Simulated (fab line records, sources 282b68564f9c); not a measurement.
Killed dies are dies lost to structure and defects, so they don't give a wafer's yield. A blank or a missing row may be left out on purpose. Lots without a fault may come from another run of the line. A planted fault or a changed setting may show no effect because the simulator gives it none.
One fault seen from 2 desks | flow rit_cmos | each desk has only its own numbers; what lay behind them comes last

THE METROLOGY DESK
What the gauges read, lot by lot, whatever tool the lot ran on: means of the sampled wafers that have a number. A lot is out of limits, marked OUT, if its mean lies more than 4 standard deviations from the usual mean; the brackets give that distance.
Columns: A = PWELL_RS at RIT_WELLDRIVE_RS_MEAS_02, usual 428.3 ohm/sq; B = cd_nm at RIT_GATE_CD_MEAS_90, usual 150.1 nm; C = SPACER_NITRIDE_THK at RIT_SPACER_THK_MEAS_04, usual 250.7 nm
lot  | first seen here | A     | B     | C
L109 | day 2 03:53     | 429.3 | 147.7 | 251.1
L110 | day 2 09:41     | 428.1 | 150.2 | 250.2
L111 | day 2 13:52     | 429.6 | 153.2 | 249.2
L112 | day 2 19:35     | 428.5 | 150.9 | 249.0
L113 | day 2 23:52     | 428.8 | 149.4 | 248.8
L115 | day 3 10:54     | 427.7 | 151.5 | 250.7
L117 | day 4 06:14     | 428.3 | 149.0 | 434.7 (+77) OUT
L118 | day 4 10:01     | 428.6 | 149.7 | 249.5
L119 | day 4 10:01     | 428.1 | 150.4 | 434.0 (+76) OUT
L123 | day 5 03:25     | 428.0 | 150.4 | 250.7
L126 | day 5 18:14     | 428.1 | 149.7 | 253.7
L127 | day 5 23:08     | 428.0 | 148.6 | 247.8
L130 | day 6 14:13     | 429.1 | 151.6 | 250.0
L132 | day 7 00:19     | 426.9 | 146.4 | 253.6
This desk's finding: out of limits on L117, L119; first on L117, day 5 00:28 (SPACER_NITRIDE_THK at RIT_SPACER_THK_MEAS_04). In limits: L109, L110, L111, L112, L113, L115, L118, L123, L126, L127, L130, L132.

THE TOOL OWNER'S DESK: lpcvd-02
The tool's own readings at RIT_SPACER_CVD_03 (deposits Si3N4 from SiH2Cl2/NH3, target thk 250 nm, time 3300 s): means of the sampled wafers that have a number, for each lot that ran on this tool. A lot is out of limits, marked OUT, if its mean lies more than 4 standard deviations from the usual mean; the brackets give that distance.
Columns: A = spike_tc_load_C at RIT_SPACER_CVD_03, usual 832.5 C
lot  | first seen here | A
L109 | day 2 19:46     | 831.1
L112 | day 3 12:16     | 831.7
L115 | day 4 08:06     | 831.0
L117 | day 4 22:32     | 828.9
L119 | day 5 03:23     | 830.2
L132 | day 7 19:21     | 829.6
This desk's finding: nothing out of limits on any of the 6 lots.

PUT TOGETHER
The metrology desk could have raised an alarm at day 5 00:28, on L117, L119.
The tool owner's desk saw nothing out of limits.
The tool owner's desk has L117, L119 on record, within its limits.
Of the lots named, all ran RIT_SPACER_CVD_03 on lpcvd-02.

WHAT THE SIMULATOR HAD PUT IN
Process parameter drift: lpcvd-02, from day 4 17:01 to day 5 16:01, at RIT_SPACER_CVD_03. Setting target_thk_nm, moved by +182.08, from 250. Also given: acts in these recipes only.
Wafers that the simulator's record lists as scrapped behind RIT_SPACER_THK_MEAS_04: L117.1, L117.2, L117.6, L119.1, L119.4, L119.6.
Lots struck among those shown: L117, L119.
Hours from the fault's start to each desk's first reading out of limits: the metrology desk, 7.
